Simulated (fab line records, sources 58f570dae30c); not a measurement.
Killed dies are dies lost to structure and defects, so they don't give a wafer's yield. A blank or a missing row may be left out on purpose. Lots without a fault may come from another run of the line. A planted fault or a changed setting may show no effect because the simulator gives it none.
Which tool did it? | flow berkeley_cmos170 | 14 lots, 42 wafers sampled, at 4 steps of a route of 331

WHAT THE GAUGES READ, wafer by wafer
UCB170_ACTIVE_OVL_MEAS_14.
lot  | measured    | on         | ACTIVE_OVL (nm)
L959 | day 5 02:17 | overlay-02 | -5 -2 -3
L956 | day 5 02:21 | overlay-01 | 5 5 16
L958 | day 5 02:37 | overlay-01 | 5 6 -2
L961 | day 5 18:00 | overlay-02 | -2 -8 -6
L963 | day 6 16:41 | overlay-01 | 7 1 3
L967 | day 7 12:49 | overlay-02 | 5 3 0
L969 | day 7 12:56 | overlay-01 | -5 0 0
L971 | day 8 08:31 | overlay-01 | 5 0 4
L972 | day 8 21:30 | overlay-02 | 3 0 4
L973 | day 9 05:58 | overlay-02 | 2 -2 3
L974 | day 9 06:13 | overlay-02 | 2 1 3
L976 | day 9 14:14 | overlay-01 | -4 -12 -6
L977 | day 9 14:28 | overlay-02 | -7 3 0
L975 | day 9 15:08 | overlay-01 | -10 -8 -4

UCB170_V1_CD_MEAS_12: target cd 700 nm.
lot  | measured     | on        | cd_nm (nm)
L959 | day 9 03:01  | cd_sem-02 | 699.3 698.7 699.7
L956 | day 9 03:25  | cd_sem-02 | 700.9 700.8 699.6
L958 | day 9 00:22  | cd_sem-02 | 700.5 700.6 700.1
L961 | day 9 23:53  | cd_sem-01 | 697.1 696.8 697.2
L963 | day 10 15:25 | cd_sem-02 | 701.8 700.1 700.2
L967 | day 11 13:55 | cd_sem-01 | 698.8 699.5 698.1
L969 | day 11 14:36 | cd_sem-01 | 698.3 699.9 700.4
L971 | day 12 07:44 | cd_sem-02 | 701.0 699.1 701.3
L972 | day 12 12:55 | cd_sem-01 | 697.5 699.0 698.7
L973 | day 12 23:43 | cd_sem-01 | 701.0 701.7 701.8
L974 | day 12 18:52 | cd_sem-01 | 697.7 699.2 697.5
L976 | day 13 13:43 | cd_sem-02 | 698.9 699.3 698.8
L977 | day 13 10:55 | cd_sem-02 | 698.3 696.5 699.0
L975 | day 13 12:16 | cd_sem-01 | 699.6 700.8 698.9

UCB170_M3_CD_MEAS_15: target cd 700 nm.
lot  | measured     | on        | cd_nm (nm)
L959 | day 9 11:37  | cd_sem-01 | 697.5 698.2 699.5
L956 | day 9 12:02  | cd_sem-01 | 699.6 700.4 698.6
L958 | day 9 08:12  | cd_sem-01 | 699.3 698.9 698.6
L961 | day 10 10:04 | cd_sem-01 | 699.0 698.4 700.0
L963 | day 10 23:36 | cd_sem-02 | 698.6 698.1 698.8
L967 | day 11 22:53 | cd_sem-01 | 701.7 703.2 703.1
L969 | day 11 23:26 | cd_sem-02 | 700.8 701.5 702.0
L971 | day 12 15:32 | cd_sem-01 | 701.3 701.7 700.5
L972 | day 12 23:29 | cd_sem-02 | 699.2 698.4 697.4
L973 | day 13 10:17 | cd_sem-02 | 700.5 700.5 701.6
L974 | day 13 05:35 | cd_sem-02 | 701.9 702.3 702.9
L976 | day 14 04:15 | cd_sem-02 | 701.6 701.5 700.4
L977 | day 13 22:18 | cd_sem-01 | 701.8 702.6 700.0
L975 | day 13 23:13 | cd_sem-02 | 699.1 697.9 699.5

WHICH TOOL RAN EACH LOT (tool, then ch and the chambers of the sampled wafers, then the start)
lot  | UCB170_NVT_IMPLANT_07
L959 | implanter-04 ch 0, day 7 01:35
L956 | implanter-02 ch 0, day 7 01:05
L958 | implanter-02 ch 0, day 7 01:20
L961 | implanter-01 ch 0, day 7 16:26
L963 | implanter-04 ch 0, day 8 11:40
L967 | implanter-04 ch 0, day 9 11:45
L969 | implanter-02 ch 0, day 9 11:27
L971 | implanter-02 ch 0, day 10 05:02
L972 | implanter-02 ch 0, day 10 11:34
L973 | implanter-02 ch 0, day 11 00:50
L974 | implanter-01 ch 0, day 11 01:04
L976 | implanter-01 ch 0, day 11 07:46
L977 | implanter-02 ch 0, day 11 07:41
L975 | implanter-02 ch 0, day 11 07:58
- UCB170_NVT_IMPLANT_07

WHAT THE TOOLS THEMSELVES READ (means of the sampled wafers that have a number; where no wafer has one, the mark that the record gives instead)
UCB170_NVT_IMPLANT_07.
lot  | tool         | dose_ions_cm2 | faraday_current_uA | tilt_deg (degrees)
L959 | implanter-04 | 3e+12         | 9.45               | 7.001
L956 | implanter-02 | 3e+12         | 9.53               | 7.016
L958 | implanter-02 | 3e+12         | 9.73               | 7.013
L961 | implanter-01 | 3e+12         | 9.51               | 7.022
L963 | implanter-04 | 3e+12         | 8.98               | 7.011
L967 | implanter-04 | 3e+12         | 8.99               | 7.034
L969 | implanter-02 | 3e+12         | 9.43               | 6.998
L971 | implanter-02 | 3e+12         | 9.57               | 7.003
L972 | implanter-02 | 3e+12         | 9.51               | 6.969
L973 | implanter-02 | 3e+12         | 9.53               | 7.005
L974 | implanter-01 | 3e+12         | 9.55               | 6.992
L976 | implanter-01 | 3e+12         | 9.53               | 6.964
L977 | implanter-02 | 3e+12         | 9.48               | 7.011
L975 | implanter-02 | 3e+12         | 9.60               | 6.986

THE ANSWER, worked out from the rows above alone
Rule: what is usual is taken from the lots themselves. Put in order of their means at a reading, lots are off if they are a third of the lots or fewer, leave a main group of 4 or more, and stand apart from it by a gap of 3 or more times the standard deviation of the main group's means; of several such gaps the widest counts. A main group whose means are all the same, to the digits that the tables above print for the reading, isn't used. A lot without any number at a reading at which 4 lots or more have one is off too. The other lots that the step has rows for count as sound. The gauges are gone through in route order, then the tools' own readings, and for those a lot's mean is taken as printed above. The first step at which some lot is off is used, and at that step the reading that is off furthest; a lot without a number counts as furthest.
Off: L963, L967, at UCB170_NVT_IMPLANT_07 (faraday_current_uA). The main group: mean 9.54, standard deviation 0.074.
A tool fits if, at that step or a process step before it, it ran every lot that is off, and no sound lot after the first of them. One fits: implanter-04 at UCB170_NVT_IMPLANT_07. Its last sound lot is L959 (day 7 01:35), its first lot that is off L963 (day 8 11:40): a fault that began between those two fits.
The tool's own readings at UCB170_NVT_IMPLANT_07 bear it out: on the lots that are off they differ by more than 5 times the standard deviation of the sound lots' means. faraday_current_uA reads 8.98 there against 9.54 on the sound lots.

WHAT THE SIMULATOR HAD PUT IN
Process parameter drift: implanter-04, from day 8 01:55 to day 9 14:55, at UCB170_NVT_IMPLANT_07. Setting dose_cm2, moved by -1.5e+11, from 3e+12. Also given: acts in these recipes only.
Lots struck among those shown: L963, L967. The rule above found the same.
